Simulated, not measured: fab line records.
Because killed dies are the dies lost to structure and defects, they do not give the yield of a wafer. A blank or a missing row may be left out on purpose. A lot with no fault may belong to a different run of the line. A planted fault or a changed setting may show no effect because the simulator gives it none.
fab line records | flow rit-cmos
[record] lots = 6 wafers = 18 last-day = 7
route steps=202 shown PWELL@49 WELLDRIVE@50 NWELL@51 NRETRO@53 PRETRO@64 M1@202
lots that met no fault: taken from a fault-free run of the same line
start-h: the number of hours between the record's first day and the start of the first shown wafer of the lot | wait-h: hours from the lot's prior step to this one | " the same as in the row above | L1.1+2: one row covering several wafers at once | - no value, or no start was given | * or withheld: withheld | < > ~ a bound
route shown NAME@n: names a module that has steps shown in the file, with the first one's number in the route | usual: mean/standard deviation taken from wafers without a fault | same: alike in all rows | chamber/n: place in a boat | sites: the reading at each site | _std_site: the standard deviation of these | _edge_site: mean of outer sites minus mean of inner sites | radius-mm: for every site, how far away it sits from the centre of the wafer | mask NAME#n: copy n | behind: the last tool/chamber to shape the wafer | hold: cause of the lot's hold/its duration in hours/its outcome | device: the transistor (n, p or np) that didn't switch | end of line: the tests these same wafers got at the end of their route | a step given without rows: its recipe and nothing more | killed: count of dies lost to structure and defects at first sort (not the wafer's yield) | map: a wafer's dies, marking killed ones x, the rest . and places with no die _
set.NAME: the setting that was run; set.NAME@STEP: the one run at that earlier step | model.NAME: the simulator's own value behind a step, which no gauge read
lots at selected steps of the route; one table per step, one row per wafer
services: when a tool's chamber went out of use (start-h, in hours from the record's first day, below 0 if earlier), for how many hours, and the reason
[[steps]]
[step RIT_PWELL_TW_MEAS_10]
[usual] PWELL_TW = 958/8.8
// columns lot.wafer tool chamber start-h wait-h PWELL_TW
L949.3 film-metro-02 - 73.24 0.1 964
L949.5 " - " " 969
L949.6 " - " " 968
L951.1 film-metro-02 - 81.38 0.1 965
L951.2 " - " " 965
L951.6 " - " " 964
L958.1 film-metro-01 - 118.79 0.1 965
L958.4 " - " " 964
L958.5 " - " " 964
L959.2 film-metro-04 - 122.66 0.1 948
L959.4 " - " " 950
L959.5 " - " " 942
L961.1 film-metro-02 - 130.38 0.1 961
L961.4 " - " " 961
L961.5 " - " " 960
L963.1 film-metro-04 - 138.56 0.1 946
L963.3 " - " " 949
L963.4 " - " " 946
[step RIT_WELLDRIVE_ANNEAL_00]
[recipe] temp-c = 1100 time-s = 14700 ambient = N2
[step RIT_WELLDRIVE_RS_MEAS_01]
[recipe] thk-meas-gauge = four-point-probe
[usual] NWELL_RS = 275.3/0.69
// columns lot.wafer tool chamber start-h wait-h NWELL_RS[ohm/sq]
L949.3 film-metro-01 - 79.74 0.0 276.0
L949.5 " - " " 275.5
L949.6 " - " " 275.3
L951.1 film-metro-04 - 87.14 0.0 274.7
L951.2 " - " " 275.0
L951.6 " - " " 274.5
L958.1 film-metro-01 - 123.94 0.0 275.5
L958.4 " - " " 276.4
L958.5 " - " " 276.4
L959.2 film-metro-02 - 128.94 0.0 276.0
L959.4 " - " " 275.8
L959.5 " - " " 275.8
L961.1 film-metro-01 - 136.32 0.0 274.8
L961.4 " - " " 275.1
L961.5 " - " " 274.4
L963.1 film-metro-04 - 143.74 0.0 276.3
L963.3 " - " " 275.9
L963.4 " - " " 276.5
[step RIT_WELLDRIVE_RS_MEAS_02]
[recipe] thk-meas-gauge = four-point-probe
[usual] PWELL_RS = 429.1/1.2
// columns lot.wafer tool chamber start-h wait-h PWELL_RS[ohm/sq]
L949.3 film-metro-01 - 79.86 0.1 429.5
L949.5 " - " " 428.8
L949.6 " - " " 428.6
L951.1 film-metro-04 - 87.26 0.1 430.9
L951.2 " - " " 430.7
L951.6 " - " " 431.9
L958.1 film-metro-01 - 124.06 0.1 429.0
L958.4 " - " " 427.0
L958.5 " - " " 429.0
L959.2 film-metro-02 - 129.06 0.1 430.9
L959.4 " - " " 431.6
L959.5 " - " " 429.2
L961.1 film-metro-01 - 136.44 0.1 429.5
L961.4 " - " " 428.0
L961.5 " - " " 429.3
L963.1 film-metro-04 - 143.86 0.1 429.4
L963.3 " - " " 428.4
L963.4 " - " " 428.0
[step RIT_NRETRO_HMDS_00]
[recipe] prime-time-s = 60 prime-temp-c = 140
[step RIT_NRETRO_COAT_01]
[recipe] resist = NOVOLAK spin-rpm = 2000 resist-thk-nm = 1300
[step RIT_NRETRO_SOFTBAKE_02]
[recipe] resist = NOVOLAK temp-c = 90 time-s = 60
[step RIT_NRETRO_EXPOSE_03]
[recipe] mask-id = M4 na = 0.57 target-cd-nm = 43900 dose-mj = 250
[step RIT_NRETRO_PEB_04]
[recipe] resist = NOVOLAK temp-c = withheld time-s = withheld
[step RIT_NRETRO_DEVELOP_05]
[recipe] resist = NOVOLAK develop-time-s = 68 dev-temp-c = 23
[step RIT_NRETRO_OVL_MEAS_06]
[usual] NRETRO_OVL = 0.5/1.4
// columns lot.wafer tool chamber start-h wait-h NRETRO_OVL[nm]
L949.3 overlay-02 - 80.83 - 2.0
L949.5 " - " " -0.5
L949.6 " - " " 3.1
L951.1 overlay-02 - 88.39 - -0.8
L951.2 " - " " -0.8
L951.6 " - " " -0.2
L958.1 overlay-02 - 125.20 - 1.2
L958.4 " - " " 2.9
L958.5 " - " " 2.3
L959.2 overlay-02 - 130.05 - 0.1
L959.4 " - " " -0.4
L959.5 " - " " -0.3
L961.1 overlay-02 - 137.44 - 0.0
L961.4 " - " " -1.1
L961.5 " - " " 0.4
L963.1 overlay-02 - 144.99 - 2.1
L963.3 " - " " 2.0
L963.4 " - " " 2.0
[step RIT_NRETRO_HARDBAKE_07]
[recipe] resist = NOVOLAK temp-c = 140 time-s = 120
[step RIT_NRETRO_IMPLANT_08]
[recipe] species = P energy-kev = 70 dose-cm2 = 1e+13 tilt-deg = 7
[usual] dose-ions-cm2 = 1.0001e+13/1.4e+10 faraday-current-uA = 31.6/0.62
// columns lot.wafer tool chamber start-h wait-h dose-ions-cm2 faraday-current-uA
L949.3 implanter-04 0 81.16 0.2 1.0009e+13 32.8
L949.5 " 0 " " 1.002e+13 32.2
L949.6 " 0 " " 1.0008e+13 31.3
L951.1 implanter-04 0 88.68 0.2 9.999e+12 30.9
L951.2 " 0 " " 1.0003e+13 31.4
L951.6 " 0 " " 1.0004e+13 31.7
L958.1 implanter-04 0 125.49 0.2 5.522e+12 17.3
L958.4 " 0 " " 5.527e+12 17.4
L958.5 " 0 " " 5.498e+12 17.5
L959.2 implanter-04 0 130.35 0.2 5.504e+12 17.0
L959.4 " 0 " " 5.502e+12 17.5
L959.5 " 0 " " 5.508e+12 17.8
L961.1 implanter-03 0 137.76 0.2 1.0012e+13 32.2
L961.4 " 0 " " 1.0014e+13 31.9
L961.5 " 0 " " 9.995e+12 31.2
L963.1 implanter-02 0 145.27 0.2 1e+13 30.8
L963.3 " 0 " " 1.0012e+13 31.6
L963.4 " 0 " " 9.993e+12 31.6
[step RIT_NRETRO_STRIP_09]
[recipe] chemistry = O2 time-s = 180 resist = NOVOLAK platen-temp-c = withheld power-w = 500 pressure-mtorr = 4000 o2-flow-sccm = 4000
[usual] drypump-motor-current-A = 6.2/0.36 o2-flow-sccm = 4000/11
// columns lot.wafer tool chamber start-h wait-h drypump-motor-current-A o2-flow-sccm rf-hours-counter-h
L949.3 plasma-asher-03 1 81.31 0.1 6.3 3995 -
L949.5 " 1 " " 6.3 3981 -
L949.6 " 0 " " 6.8 4015 -
L951.1 plasma-asher-04 1 88.83 0.1 6.2 3993 30
L951.2 " 0 " " 6.0 3995 30
L951.6 " 1 " " 6.2 3993 -
L958.1 plasma-asher-04 1 125.64 0.1 6.2 3994 34
L958.4 " 1 " " 6.2 4000 -
L958.5 " 1 " " 6.2 3987 -
L959.2 plasma-asher-02 1 130.48 0.1 5.8 4006 44
L959.4 " 1 " " 5.8 4004 -
L959.5 " 1 " " 5.8 3997 -
L961.1 plasma-asher-03 0 137.91 0.1 6.8 3985 51
L961.4 " 0 " " 6.8 4005 -
L961.5 " 0 " " 6.8 3985 -
L963.1 plasma-asher-02 0 145.42 0.1 5.7 3996 45
L963.3 " 1 " " 5.9 4003 -
L963.4 " 0 " " 5.7 3999 -
[step RIT_NRETRO_TW_MEAS_10]
[usual] NRETRO_TW = 1046/7
// columns lot.wafer tool chamber start-h wait-h NRETRO_TW
L949.3 film-metro-01 - 81.45 0.1 1056
L949.5 " - " " 1050
L949.6 " - " " 1046
L951.1 film-metro-03 - 89.00 0.1 1047
L951.2 " - " " 1049
L951.6 " - " " 1044
L958.1 film-metro-04 - 125.82 0.1 865
L958.4 " - " " 867
L958.5 " - " " 863
L959.2 film-metro-03 - 130.66 0.1 855
L959.4 " - " " 856
L959.5 " - " " 856
L961.1 film-metro-03 - 138.09 0.1 1040
L961.4 " - " " 1040
L961.5 " - " " 1038
L963.1 film-metro-04 - 145.60 0.1 1044
L963.3 " - " " 1050
L963.4 " - " " 1050
[step RIT_PRETRO_HMDS_00]
[recipe] prime-time-s = 60 prime-temp-c = 140
[step RIT_M1_PROBE_99]
[usual] killed-at-contacts = 0.1/0.27 killed-at-front-end = 6/3 killed-dies = 7/3 killed-open = 3.1/2 killed-short = 3.4/2
[same] gross-dies = 264 killed_at_M0_to_M3 = 0 killed_at_M4_up = 0 killed-at-back-side = 0 killed-at-other = 0
// columns lot.wafer tool chamber start-h wait-h killed-at-contacts killed-at-front-end killed-dies killed-open killed-short model.etest.pmos_0p3.r-on-ohm-um model.etest.pmos-turned.r-on-ohm-um model.etest.pmos_0p15.r-on-ohm-um model.etest.pmos_0p15.drive-ua-um model.etest.pmos-turned.drive-ua-um model.etest.pmos-narrow.drive-ua-um model.etest.pmos_0p3.drive-ua-um model.etest.well-edge-left.line-ohm-um
L949.3 prober-02 - 119.07 0.2 0 4 4 3 1 6101 3379 2692 262.4 191.2 107.4 104.2 184.1
L949.5 prober-02 - 119.17 0.2 1 5 6 4 2 6158 3376 2692 264.8 190.2 105.9 103.1 183.4
L949.6 prober-02 - 119.22 0.2 0 9 9 6 3 6302 3569 2811 250.7 178.2 103.3 100.6 182.8
L951.1 prober-02 - 120.47 0.1 0 8 8 5 3 6207 3336 2649 264.5 192.9 104.3 102.7 182.7
L951.2 prober-02 - 120.52 0.1 0 4 4 3 1 6099 3274 2570 274.7 198.3 106.2 103.8 185.7
L951.6 prober-02 - 120.72 0.2 0 7 7 1 6 6169 3305 2588 269.6 196.6 104.8 101.8 181.5
L958.1 prober-01 - 154.10 0.1 0 2 2 1 1 5729 3134 2570 291.5 223.3 122.8 119.6 190.7
L958.4 prober-01 - 154.25 0.2 0 2 2 1 1 5844 3186 2638 286.5 217.8 119.8 116.9 194.4
L958.5 prober-01 - 154.30 0.2 0 2 2 0 2 5801 3096 2552 291.4 227.3 121.1 117.5 192.6
L959.2 prober-02 - 156.93 0.1 0 4 4 0 4 5898 3304 2710 274.9 207.7 119.7 116.1 192.6
L959.4 prober-02 - 157.03 0.2 0 4 4 1 3 5790 3226 2621 285.4 215.5 124.9 117.9 192.8
L959.5 prober-02 - 157.08 0.2 0 4 4 0 4 5855 3285 2659 280.9 211.4 119.9 115.7 188.9
L961.1 prober-02 - 168.21 0.1 0 4 4 0 4 6348 3422 2733 259 193.5 99.06 100.6 185.9
L961.4 prober-02 - 168.36 0.2 0 3 3 2 1 6338 3446 2798 251.2 188 98.89 100 182.7
L961.5 prober-02 - 168.41 0.2 0 4 4 3 1 6285 3470 2797 251.2 183.5 99.25 100.8 181.8
L963.1 prober-01 - 173.51 0.1 0 4 4 1 3 6074 3204 2612 270.2 203.6 107.5 105.9 181.9
L963.3 prober-01 - 173.61 0.2 0 4 4 1 3 6116 3305 2661 264.2 203.2 105.1 103.8 181.6
L963.4 prober-01 - 173.66 0.2 0 5 5 1 4 6133 3345 2725 264.8 199.1 107.8 106.2 184
// killed by level:class
L949.3 REOX:geometric-particle:open=2 GATE:geometric-particle:open=1 SILICIDE:geometric-particle:short=1
L949.5 FOX1:geometric-particle:open=1 FOX1:geometric-particle:short=1 GATE:geometric-particle:open=1 SPACER:geometric-particle:short=1 SILICIDE:geometric-particle:open=1 CONTACT:geometric-particle:open=1
L949.6 GATE:geometric-particle:open=5 FOX1:geometric-particle:open=1 FOX2:geometric-particle:short=1 GATE:geometric-particle:short=1 REOX:geometric-particle:short=1
L951.1 GATE:geometric-particle:open=3 FOX2:geometric-particle:short=2 FOX1:geometric-particle:open=1 FOX1:geometric-particle:short=1 SPACER:geometric-particle:open=1
L951.2 FOX1:geometric-particle:open=1 GATE:geometric-particle:short=1 GATE:geometric-particle:open=1 REOX:geometric-particle:open=1
L951.6 FOX1:geometric-particle:short=2 GATE:geometric-particle:short=2 GATE:geometric-particle:open=1 REOX:geometric-particle:short=1 SILICIDE:geometric-particle:short=1
L958.1 GATE:geometric-particle:short=1 SPACER:geometric-particle:open=1
L958.4 SPACER:geometric-particle:short=1 SPACER:geometric-particle:open=1
L958.5 FOX1:geometric-particle:short=1 REOX:geometric-particle:short=1
L959.2 FOX1:geometric-particle:short=2 SPACER:geometric-particle:short=2
L959.4 FOX1:geometric-particle:short=1 FOX2:geometric-particle:short=1 GATE:geometric-particle:open=1 REOX:geometric-particle:short=1
L959.5 SPACER:geometric-particle:short=2 FOX1:geometric-particle:short=1 GATE:geometric-particle:short=1
L961.1 REOX:geometric-particle:short=2 SPACER:geometric-particle:short=1 SILICIDE:geometric-particle:short=1
L961.4 FOX1:geometric-particle:open=1 FOX2:geometric-particle:open=1 SPACER:geometric-particle:short=1
L961.5 FOX2:geometric-particle:open=2 GATE:geometric-particle:short=1 REOX:geometric-particle:open=1
L963.1 GATE:geometric-particle:short=2 REOX:geometric-particle:open=1 REOX:geometric-particle:short=1
L963.3 GATE:geometric-particle:short=2 FOX1:geometric-particle:short=1 GATE:geometric-particle:open=1
L963.4 GATE:geometric-particle:short=4 FOX2:geometric-particle:open=1
[[services]]
// columns tool chamber start-h hours kind
implanter-04 - 76.29 4.6 pm
implanter-03 - 99.37 18.6 repair
implanter-02 - 101.02 1.8 repair
plasma-asher-02 - 105.02 4.3 repair
plasma-asher-02 - 135.24 0.7 repair
[[key]]
[first-sign] step = RIT_NRETRO_IMPLANT_08 reading = dose-ions-cm2 direction = down sigmas = 99+ usual = 1.0001e+13 struck = 5.51e+12
[effect] step = RIT_NRETRO_IMPLANT_08 reading = faraday-current-uA direction = down sigmas = 23 usual = 31.6 struck = 17.4
[effect] step = RIT_NRETRO_TW_MEAS_10 reading = NRETRO_TW direction = down sigmas = 27 usual = 1046 struck = 860
[model-effect] step = RIT_M1_PROBE_99 value = etest.pmos_0p3.r-on-ohm-um without = 6340 struck = 5819
met-at RIT_NRETRO_IMPLANT_08
struck-wafers L958.1,L958.4,L958.5,L959.2,L959.4,L959.5
tester-left-out L958,L959
onset-between 88.68 125.49
[fault] kind = process-parameter-drift tool = implanter-04 chamber = - onset-h = 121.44 steps = RIT_NRETRO_IMPLANT_08 channel = dose-cm2 offset = -4.5e+12 shape = step end-h = 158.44 acts-in = these-recipes-only stated = 1e+13
// tester-left-out: of these lots the tester's yield and bins aren't shown, on N5 and GAA mostly nor the transistor test; their killed dies are dies lost to structure and defects alone, not to doping, threshold or leakage, so they don't give the yield
